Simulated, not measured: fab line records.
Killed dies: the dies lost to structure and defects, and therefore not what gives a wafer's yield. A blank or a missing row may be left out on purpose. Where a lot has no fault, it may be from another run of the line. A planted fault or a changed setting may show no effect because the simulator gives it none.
Which tool is to blame? | flow rit_cmos | 39 wafers from 13 lots sampled at 5 of the route's 202 steps

## WHAT THE GAUGES SHOWED, per wafer
RIT_FOX1_THK_MEAS_01. Usual: FOX1_OXIDE_THK 349 nm, standard deviation 4.8.
lot  | measured    | on            | FOX1_OXIDE_THK (nm) | flag
L704 | day 2 02:56 | film_metro-04 | 348 351 350         |
L706 | day 2 13:46 | film_metro-02 | 351 349 345         |
L707 | day 2 17:56 | film_metro-02 | 347 353 343         |
L708 | day 2 22:57 | film_metro-04 | 349 345 349         |
L709 | day 3 04:54 | film_metro-01 | 340 348 349         |
L711 | day 3 14:48 | film_metro-02 | 353 352 356         |
L712 | day 3 20:36 | film_metro-01 | 354 349 347         |
L713 | day 4 01:23 | film_metro-02 | 348 347 349         |
L714 | day 4 07:22 | film_metro-01 | 355 354 350         |
L716 | day 4 16:35 | film_metro-04 | 340 345 340         |
L718 | day 5 05:10 | film_metro-04 | 352 350 350         |
L719 | day 5 08:25 | film_metro-04 | 344 352 343         |
L723 | day 6 04:57 | film_metro-04 | 348 353 355         |

RIT_GATE_OVL_MEAS_17. Usual: GATE_OVL 0.0 nm, standard deviation 1.4.
lot  | measured    | on         | GATE_OVL (nm)  | flag
L704 | day 3 00:05 | overlay-01 | 0.2 -0.2 -0.3  |
L706 | day 3 09:22 | overlay-02 | -0.2 1.3 0.9   |
L707 | day 3 13:38 | overlay-02 | -3.4 -1.4 -2.3 |
L708 | day 3 20:35 | overlay-01 | 0.0 0.6 1.3    |
L709 | day 4 02:29 | overlay-02 | -0.4 0.1 0.5   |
L711 | day 4 11:54 | overlay-01 | 0.0 -0.7 0.7   |
L712 | day 4 15:58 | overlay-02 | 0.9 -0.4 0.3   |
L713 | day 4 23:13 | overlay-02 | 1.6 -0.6 2.4   |
L714 | day 5 06:04 | overlay-01 | 0.9 -0.8 -1.0  |
L716 | day 5 16:37 | overlay-01 | -1.2 0.0 -0.6  |
L718 | day 6 07:13 | overlay-01 | -0.1 0.8 -1.5  |
L719 | day 6 07:26 | overlay-02 | -0.7 0.9 1.0   |
L723 | day 7 03:58 | overlay-01 | -1.3 -1.7 -0.3 |

RIT_SPACER_THK_MEAS_04. Usual: SPACER_NITRIDE_THK 250.7 nm, standard deviation 2.1.
lot  | measured    | on            | SPACER_NITRIDE_THK (nm) | flag
L704 | day 3 09:03 | film_metro-02 | 249.9 249.3 248.4       |
L706 | day 3 18:07 | film_metro-02 | 249.8 248.2 247.8       |
L707 | day 3 22:32 | film_metro-01 | 251.0 252.4 252.0       |
L708 | day 4 06:14 | film_metro-01 | 249.5 249.8 250.4       |
L709 | day 4 11:26 | film_metro-02 | 251.1 249.5 252.0       |
L711 | day 4 20:52 | film_metro-01 | 251.2 251.0 252.3       |
L712 | day 5 01:49 | film_metro-02 | 247.8 249.4 248.2       |
L713 | day 5 09:02 | film_metro-04 | 253.5 251.1 253.3       |
L714 | day 5 18:52 | film_metro-02 | 250.5 252.3 250.8       |
L716 | day 6 04:07 | film_metro-02 | 254.5 255.7 255.1       |
L718 | day 6 17:05 | film_metro-04 | 249.1 249.7 249.6       |
L719 | day 6 17:19 | film_metro-01 | 206.5 203.9 205.0       | OFF
L723 | day 7 13:12 | film_metro-02 | 249.7 249.9 251.5       |

## WHICH TOOL RAN EACH LOT (tool, then ch and the chambers of the sampled wafers, then the start)
lot  | RIT_NWELL_STRIP_09                  | RIT_SPACER_CVD_03
L704 | plasma_asher-02 ch 0,1, day 2 06:49 | lpcvd-01 ch 0, day 3 07:08
L706 | plasma_asher-04 ch 0,1, day 2 17:31 | lpcvd-02 ch 0, day 3 16:11
L707 | plasma_asher-02 ch 0,1, day 2 21:49 | lpcvd-01 ch 1, day 3 20:37
L708 | plasma_asher-01 ch 0,1, day 3 02:49 | lpcvd-01 ch 1, day 4 04:19
L709 | plasma_asher-04 ch 0,1, day 3 09:56 | lpcvd-02 ch 0, day 4 09:31
L711 | plasma_asher-01 ch 0,1, day 3 18:34 | lpcvd-01 ch 1, day 4 18:56
L712 | plasma_asher-04 ch 0,1, day 4 00:31 | lpcvd-02 ch 0, day 4 23:52
L713 | plasma_asher-02 ch 0,1, day 4 05:21 | lpcvd-01 ch 0, day 5 07:07
L714 | plasma_asher-01 ch 0,1, day 4 11:34 | lpcvd-02 ch 0, day 5 16:55
L716 | plasma_asher-01 ch 0,1, day 4 21:55 | lpcvd-02 ch 1, day 6 02:11
L718 | plasma_asher-02 ch 0,1, day 5 10:56 | lpcvd-01 ch 0, day 6 15:10
L719 | plasma_asher-02 ch 0,1, day 5 12:14 | lpcvd-02 ch 1, day 6 15:23
L723 | plasma_asher-01 ch 0,1, day 6 09:34 | lpcvd-01 ch 0, day 7 11:17
- RIT_NWELL_STRIP_09: strips in O2, time 180 s.
- RIT_SPACER_CVD_03: deposits Si3N4 from SiH2Cl2/NH3, target thk 250 nm, time 3300 s.

## WHAT THE TOOLS THEMSELVES READ (means of the sampled wafers that have a number; where no wafer has one, the mark that the record gives instead)
RIT_NWELL_STRIP_09. Usual: drypump_motor_current_A 5.5 A, standard deviation 0.6; o2_flow_sccm 3999 sccm, standard deviation 11.
lot  | tool            | drypump_motor_current_A (A) | o2_flow_sccm (sccm) | flag
L704 | plasma_asher-02 | 5.9                         | 3996                |
L706 | plasma_asher-04 | 6.0                         | 3996                |
L707 | plasma_asher-02 | 5.6                         | 3989                |
L708 | plasma_asher-01 | 4.9                         | 4009                |
L709 | plasma_asher-04 | 6.0                         | 3989                |
L711 | plasma_asher-01 | 5.1                         | 3990                |
L712 | plasma_asher-04 | 6.0                         | 4002                |
L713 | plasma_asher-02 | 5.6                         | 4000                |
L714 | plasma_asher-01 | 4.9                         | 4007                |
L716 | plasma_asher-01 | 4.9                         | 4006                |
L718 | plasma_asher-02 | 5.6                         | 3996                |
L719 | plasma_asher-02 | 5.8                         | 4006                |
L723 | plasma_asher-01 | 4.9                         | 4002                |

RIT_SPACER_CVD_03. Usual: pressure_mtorr reads 299.9 mTorr (standard deviation 0.56).
lot  | tool     | pressure_mtorr (mTorr) | flag
L704 | lpcvd-01 | 299.7                  |
L706 | lpcvd-02 | 299.5                  |
L707 | lpcvd-01 | 299.7                  |
L708 | lpcvd-01 | 299.2                  |
L709 | lpcvd-02 | 300.6                  |
L711 | lpcvd-01 | 299.6                  |
L712 | lpcvd-02 | 299.3                  |
L713 | lpcvd-01 | 299.5                  |
L714 | lpcvd-02 | 299.9                  |
L716 | lpcvd-02 | 299.9                  |
L718 | lpcvd-01 | 300.3                  |
L719 | lpcvd-02 | 149.8                  | OFF
L723 | lpcvd-01 | 300.3                  |

## THE ANSWER, worked out from the rows above alone
Rule: lot off if the mean of its wafers having a number is beyond 3 standard deviations from the usual mean. A lot without any number at a reading at which 4 lots or more have one is off too. All remaining lots with rows at the step are treated as sound. After the gauges, taken in route order, come the tools' own readings; for these a lot's mean is taken, as printed above. At the first step where some lot is off, the reading lying furthest off is the one used; lots without a number count as furthest.
Off: L719, at RIT_SPACER_THK_MEAS_04 (SPACER_NITRIDE_THK).
A tool fits if, at a process step before that reading, it ran every lot that is off, and no sound lot after the first of them. The gauges at RIT_SPACER_THK_MEAS_04 aren't tried: what is off there is off at RIT_SPACER_CVD_03 too, on other tools, and a gauge's error can't cause that. 2 tools fit, plasma_asher-02 at RIT_NWELL_STRIP_09 and lpcvd-02 at RIT_SPACER_CVD_03, so this cannot tell which one it is.

## WHAT HAD BEEN PUT IN BY THE SIMULATOR
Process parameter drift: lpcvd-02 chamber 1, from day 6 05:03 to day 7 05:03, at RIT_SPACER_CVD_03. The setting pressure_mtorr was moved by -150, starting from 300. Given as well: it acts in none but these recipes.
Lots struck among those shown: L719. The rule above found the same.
